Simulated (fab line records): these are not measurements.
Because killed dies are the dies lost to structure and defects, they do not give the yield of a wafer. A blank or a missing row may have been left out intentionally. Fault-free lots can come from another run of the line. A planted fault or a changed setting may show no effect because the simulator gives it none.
8D (eight disciplines) problem report, filled in by code	flow berkeleyCmos170	the parts of the form that need people (team, actions taken, sign-off) are left out

## 1. THE ISSUE
Across 6 wafers from 2 lots, PVT_TW at UCB170_PVT_TW_MEAS_09 averages 481, while fault-free wafers read 513 with a standard deviation of 3.1. That is -10 standard deviations from the usual mean.
Earliest sighting: wafer L595.2 on filmMetro-02 at day 8 19:40. Wafers with a number at this step in the record: 42, from 14 lots. Rule for "out", or "out of limits": more than 4 standard deviations from the usual mean. The rest of the wafers with a number are treated as sound.

## 2. WHAT IT IS, AND WHAT IT ISN'T
question	is	is not
which readings at this step	PVT_TW	-
which lots	L595, L597	L581, L582, L584, L585, L586, L591, L596, L598, L599, L601, L602, L604
which wafers of those lots	all that have a number	-
read on which gauges	filmMetro-02	filmMetro-01, filmMetro-03
when	from day 8 19:40	up to then (18 sound wafers); but 18 sound wafers of L596, L598, L599, L601, L602, L604 came after

## 3. SUSPECTS, AND WHAT RULES EACH OUT
Counting: a tool at any process step up to the reading remains a suspect when it ran all the lots that are out and ran no sound lot after the first of those.
- the gauge at UCB170_PVT_TW_MEAS_09 is ruled out. All the wafers that are out were read on filmMetro-02, but those of them that UCB170_PVT_IMPLANT_07 has rows for are out there too, on other tools.
- rieDiel-01 at UCB170_PWELL_ETCH_14 (etches Si3N4 in CH3F/Ar/O2, stops on SiO2, target depth 242 nm, time 151 s): ruled out as a lasting fault. The sound lots L599, L602 went through it after L595, its earliest lot that is out (day 6 02:00).
- implanter-04 at UCB170_PVT_IMPLANT_07: kept. It ran every lot that is out, first L595 (day 8 19:26), and no sound lot after that; its last sound lot up to then is L591 (day 7 04:09). Out on those wafers are its own readings of doseIonsCm2, faradayCurrentUA.
Left after counting: implanter-04 at UCB170_PVT_IMPLANT_07.

## 4. THE CAUSE (what the simulator had put in)
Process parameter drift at UCB170_PVT_IMPLANT_07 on implanter-04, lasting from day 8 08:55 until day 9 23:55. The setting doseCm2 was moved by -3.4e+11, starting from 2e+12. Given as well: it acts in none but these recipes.
After counting, this tool was the only one left.

## 5. THE CHAIN OF EFFECTS, in route order
Rows list readings where the struck wafers' mean (over those with a number) sits beyond 3 standard deviations from the usual. Readings are gone through only where the record gives a usual standard deviation; hours: the median, over the lots, of the time from a lot's start at the first step in this table giving one to that lot's start at this step; sigmas: the change measured in usual standard deviations.
hours	step	reading	usual	on struck wafers	change	sigmas
0	UCB170_PVT_IMPLANT_07	doseIonsCm2	1.9998e+12	1.6595e+12	-3.4028e+11	-99 or more
0	UCB170_PVT_IMPLANT_07	faradayCurrentUA	6.32	5.33	-0.99	-7.1
0	UCB170_PVT_TW_MEAS_09	PVT_TW	513	481	-32	-10
Its process steps:
- UCB170_PVT_IMPLANT_07
Later steps that measure or inspect, where all struck wafers having a row at the step show a number for every such reading and not one has moved that far: UCB170_CONTACT_CD_MEAS_15.

## 6. HOW IT WOULD HAVE BEEN CAUGHT EARLIER
Counted from the fault's start at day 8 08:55, it took 11 hours until the first out-of-limits reading at a measuring or inspecting step in this record, taken at day 8 19:40.
At UCB170_PVT_IMPLANT_07, the tool's own readings (doseIonsCm2, faradayCurrentUA) were out on each struck wafer the step has a row for, so an alarm limit on them would have fired on the first such wafer.
Among the 2 lots that are out, L597 began UCB170_PVT_IMPLANT_07 on implanter-04 after day 8 19:40. Putting the tool on hold at that point would have spared it.
